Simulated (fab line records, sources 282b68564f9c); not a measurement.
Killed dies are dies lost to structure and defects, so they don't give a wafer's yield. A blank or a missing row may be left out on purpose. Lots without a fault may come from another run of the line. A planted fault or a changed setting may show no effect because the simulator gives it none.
Which tool did it? | flow rit_cmos | 15 lots, 45 wafers sampled, at 2 steps of a route of 202

WHAT THE GAUGES READ, wafer by wafer
RIT_GATE_OVL_MEAS_17. Usual: GATE_OVL -0.7 nm, standard deviation 1.3.
lot  | measured    | on         | GATE_OVL (nm)        | flag
L976 | day 2 17:36 | overlay-01 | 0.3 0.6 -0.4         |
L977 | day 2 19:28 | overlay-02 | -1.0 -3.4 -1.4       |
L979 | day 3 10:55 | overlay-01 | -0.2 1.6 0.3         |
L980 | day 3 15:10 | overlay-02 | -0.7 -1.0 -2.4       |
L983 | day 4 00:18 | overlay-02 | -1.4 -1.9 -0.8       |
L984 | day 4 05:11 | overlay-02 | 0.7 -2.8 -1.6        |
L986 | day 4 18:07 | overlay-01 | -0.8 0.1 -1.1        |
L988 | day 5 01:33 | overlay-02 | -151.9 -151.9 -152.1 | OFF
L989 | day 5 05:26 | overlay-02 | -1.0 -1.8 -1.6       |
L991 | day 5 16:59 | overlay-02 | -152.2 -154.0 -152.0 | OFF
L994 | day 6 07:33 | overlay-02 | -149.9 -151.3 -151.5 | OFF
L996 | day 6 16:48 | overlay-01 | -0.6 -0.8 -1.4       |
L997 | day 7 00:06 | overlay-01 | 0.0 -2.1 -0.7        |
L998 | day 7 04:20 | overlay-01 | 1.3 -1.4 0.4         |
L999 | day 7 08:10 | overlay-01 | 2.2 -0.5 0.6         |

WHICH TOOL RAN EACH LOT (tool, then ch and the chambers of the sampled wafers, then the start)
lot  | RIT_GATE_EXPOSE_13
L976 | iline_stepper-01 ch 0, day 2 17:07
L977 | iline_stepper-02 ch 0, day 2 18:56
L979 | iline_stepper-02 ch 0, day 3 10:24
L980 | iline_stepper-02 ch 0, day 3 14:31
L983 | iline_stepper-01 ch 0, day 3 23:49
L984 | iline_stepper-02 ch 0, day 4 04:40
L986 | iline_stepper-02 ch 0, day 4 17:36
L988 | iline_stepper-02 ch 0, day 5 01:02
L989 | iline_stepper-01 ch 0, day 5 04:53
L991 | iline_stepper-02 ch 0, day 5 16:16
L994 | iline_stepper-02 ch 0, day 6 07:00
L996 | iline_stepper-01 ch 0, day 6 16:17
L997 | iline_stepper-01 ch 0, day 6 23:36
L998 | iline_stepper-01 ch 0, day 7 03:49
L999 | iline_stepper-01 ch 0, day 7 07:38
- RIT_GATE_EXPOSE_13: exposes mask M6, target cd 150 nm.

WHAT THE TOOLS THEMSELVES READ (means of the sampled wafers that have a number; where no wafer has one, the mark that the record gives instead)
RIT_GATE_EXPOSE_13. Usual: stage_vel_mm_s 500.06 mm/s, standard deviation 0.26.
lot  | tool             | stage_vel_mm_s (mm/s) | flag
L976 | iline_stepper-01 | 500.13                |
L977 | iline_stepper-02 | 499.80                |
L979 | iline_stepper-02 | 499.92                |
L980 | iline_stepper-02 | 500.14                |
L983 | iline_stepper-01 | 499.80                |
L984 | iline_stepper-02 | 500.40                |
L986 | iline_stepper-02 | 500.35                |
L988 | iline_stepper-02 | 500.36                |
L989 | iline_stepper-01 | 500.22                |
L991 | iline_stepper-02 | 500.08                |
L994 | iline_stepper-02 | 499.83                |
L996 | iline_stepper-01 | 499.99                |
L997 | iline_stepper-01 | 500.14                |
L998 | iline_stepper-01 | 499.57                |
L999 | iline_stepper-01 | 500.02                |

THE ANSWER, worked out from the rows above alone
Rule: a lot is off if the mean of its wafers that have a number lies more than 3 standard deviations from the usual mean. A lot without any number at a reading at which 4 lots or more have one is off too. The other lots that the step has rows for count as sound. The gauges are gone through in route order, then the tools' own readings, and for those a lot's mean is taken as printed above. The first step at which some lot is off is used, and at that step the reading that is off furthest; a lot without a number counts as furthest.
Off: L988, L991, L994, at RIT_GATE_OVL_MEAS_17 (GATE_OVL).
A tool fits if, at a process step before that reading, it ran every lot that is off, and no sound lot after the first of them. The gauges at RIT_GATE_OVL_MEAS_17 are tried like those tools. One fits: iline_stepper-02 at RIT_GATE_EXPOSE_13. Its last sound lot is L986 (day 4 17:36), its first lot that is off L988 (day 5 01:02): a fault that began between those two fits.

WHAT THE SIMULATOR HAD PUT IN
Scanner matching overlay: iline_stepper-02, from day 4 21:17 on, at RIT_GATE_EXPOSE_13. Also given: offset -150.
Lots struck among those shown: L988, L991, L994. The rule above found the same.
